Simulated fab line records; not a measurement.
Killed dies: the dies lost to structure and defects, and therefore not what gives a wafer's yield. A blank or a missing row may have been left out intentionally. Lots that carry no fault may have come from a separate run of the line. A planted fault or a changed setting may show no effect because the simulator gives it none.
Split-lot trial    flow berkeley_cmos170    route with 331 steps; 5 lots, 23 wafers read

SPLIT DETAILS
At UCB170_V1_PEB_10, the setting peb_temp_c was moved away from the recipe's 130 C on 7 of the 23 wafers read, by -2.8% to -1.8%. This setting was run at the recipe's value on the other wafers.

FROM THE SPLIT TO THE READING: what the file shows between them, 4 steps
- UCB170_V1_DEVELOP_11: develop time 45 s
- UCB170_V1_CD_MEAS_12: target cd 700 nm
- UCB170_V1_ETCH_14: etches SiO2 in CHF3/CF4/Ar, stops on Al, target depth 1250 nm, time 291 s (also split here: over_etch_frac)
- UCB170_V1_STRIP_15: strips in O2

THE READING
cd_nm, in nm, at UCB170_V1_CD_MEAS_90 (target cd 700 nm). Fault-free wafers of this fab line usually give 699.5 nm, standard deviation 1.5 nm.

wafer   tool, chamber at the split  peb_temp_c as run, C  against the recipe  cd_nm, nm  against lot-mates on the recipe
L074.1  litho_track-01, 0           130                   recipe              701.2      -
L074.2  litho_track-01, 0           130                   recipe              699.2      -
L074.3  litho_track-01, 0           130                   recipe              700.3      -
L074.5  litho_track-01, 0           130                   recipe              701.0      -
L074.6  litho_track-01, 0           130                   recipe              699.8      -
L077.1  litho_track-03, 0           126.3                 -2.8%               673.0      -29.2
L077.2  litho_track-03, 0           130                   recipe              702.1      -
L077.3  litho_track-03, 0           130                   recipe              702.9      -
L077.4  litho_track-03, 0           126.3                 -2.8%               671.0      -31.2
L077.5  litho_track-03, 0           130                   recipe              701.6      -
L079.3  litho_track-01, 0           130                   recipe              700.8      -
L079.4  litho_track-01, 0           130                   recipe              700.7      -
L079.5  litho_track-01, 0           130                   recipe              699.6      -
L081.1  litho_track-02, 0           127.4                 -2.0%               680.0      -18.3
L081.2  litho_track-02, 0           130                   recipe              699.3      -
L081.3  litho_track-02, 0           130                   recipe              698.4      -
L081.4  litho_track-02, 0           130                   recipe              697.3      -
L081.5  litho_track-02, 0           127.4                 -2.0%               680.2      -18.1
L084.1  litho_track-02, 0           130                   recipe              698.5      -
L084.3  litho_track-02, 0           127.6                 -1.8%               680.4      -17.6
L084.4  litho_track-02, 0           127.6                 -1.8%               682.2      -15.8
L084.5  litho_track-02, 0           130                   recipe              697.5      -
L084.6  litho_track-02, 0           127.6                 -1.8%               681.5      -16.5

FIT RESULTS
A straight line over all 23 wafers: cd_nm changes by +9.94 nm for each +1% of peb_temp_c; r = +0.99; the points scatter about the line by 1.4 nm.
The same after taking each lot's own level away (the mean of its wafers on the recipe; 23 wafers): +9.85 nm for each +1%; r = +0.99; scatter 1.2 nm.
That fit puts the effect of the largest move of peb_temp_c on the reading at 28 nm.
The span of the lots' own levels, 698.00 to 702.20 nm, comes to 2.8 times the standard deviation stated above.
Hence the lot-to-lot level has little effect on the slope; both slopes agree.
Check: with one of the wafers moved furthest among these (-2.8%) left out of the fit, the line predicts -27.5 nm for it against its lot-mates. Against them it came out at -29.2 nm.

OTHER SPLITS APPLIED TO THESE WAFERS
Before the reading, these wafers also passed through other splits. Each is held against what the fit with the lots' levels taken away leaves over:
other split on the same wafers     wafers away from the commonest value  r with cd_nm (lot level and that fit taken away)
UCB170_PSD_IMPLANT_08 dose_cm2     11                                    -0.31
UCB170_NSD_IMPLANT_08 dose_cm2     7                                     +0.31
UCB170_NSD_STRIP_09 power_w        10                                    -0.17
UCB170_SILICIDE_SPUTTER_01 time_s  8                                     +0.40
UCB170_M1_COAT_04 spin_rpm         4                                     +0.40
UCB170_V1_CVD_00 time_s            7                                     +0.12
UCB170_V1_ETCH_14 over_etch_frac   3                                     -0.02

THE WHOLE CHAIN: every reading that the file lists as answering this split, in the file's order
step                  what it does                                                               reading                                                    change (the file's fit)               r (the file's)
UCB170_V1_CD_MEAS_12  target cd 700 nm                                                           cd_nm                                                      +9.81 nm for each +1% of the setting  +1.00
UCB170_V1_ETCH_14     etches SiO2 in CHF3/CF4/Ar, stops on Al, target depth 1250 nm, time 291 s  V1.cd_nm (the simulator's own value, which no gauge read)  +9.89 nm for each +1% of the setting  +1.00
UCB170_V1_CD_MEAS_90  target cd 700 nm                                                           cd_nm                                                      +9.88 nm for each +1% of the setting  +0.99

THE FILE'S OWN FIT
cd_nm changes by +9.88 nm for each +1% of peb_temp_c, r = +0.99.
